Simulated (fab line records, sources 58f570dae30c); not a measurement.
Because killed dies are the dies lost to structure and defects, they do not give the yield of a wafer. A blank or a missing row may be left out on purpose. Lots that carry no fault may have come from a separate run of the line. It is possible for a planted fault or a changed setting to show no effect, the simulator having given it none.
Matching of chambers | flow berkeley-cmos170 | 4 sister chambers for UCB170_V1_ETCH_14 on rie-diel-01
The step etches SiO2 in CHF3/CF4/Ar, stops on Al, target depth 1250 nm, time 297.6 s. 8 wafers are shown with their chamber, then 6 later ones without.

## EACH WAFER AND ITS CHAMBER
wafer  | chamber | drypump-motor-current-A (A) | throttle-valve-pct (%)
L291.3 | 1       | 6.4                         | 7.15
L292.2 | 1       | 6.4                         | 7.13
L295.6 | 0       | 5.6                         | 7.03
L300.1 | 0       | 5.6                         | 7.02
L300.6 | 2       | 5.5                         | 6.75
L309.4 | 3       | 5.5                         | 6.95
L309.5 | 2       | 5.6                         | 6.75
L309.6 | 3       | 5.5                         | 6.94

## WAFERS WITH NO CHAMBER GIVEN
wafer  | drypump-motor-current-A (A) | throttle-valve-pct (%)
L311.2 | 5.6                         | 7.01
L311.4 | 5.4                         | 6.95
L311.6 | 5.4                         | 6.92
L313.1 | 5.5                         | 6.76
L313.4 | 6.4                         | 7.13
L313.5 | 5.5                         | 6.75

## WHICH CHAMBER EACH WENT THROUGH
wafer  | from the rows above | in truth
L311.2 | 0                   | 0
L311.4 | 3                   | 3
L311.6 | 3                   | 3
L313.1 | 2                   | 2
L313.4 | 1                   | 1
L313.5 | 2                   | 2
Correct placement for 6 of the 6. Not placeable from these rows: 0. Wrongly placed: 0.
How it was worked out, from the rows above alone: a wafer's distance from a chamber is the root of the sum, over the readings, of the square of ((its reading less the chamber's mean) divided by the reading's scatter). If the next closest chamber is less than 2 further off than the closest, the wafer can't be placed; otherwise it belongs to the closest. Each chamber's mean is taken over the wafers shown for it. How the scatter is found: for the shown wafers, subtract from each reading the mean of its chamber, square and add these, divide the total by (wafers less chambers), then take the root.
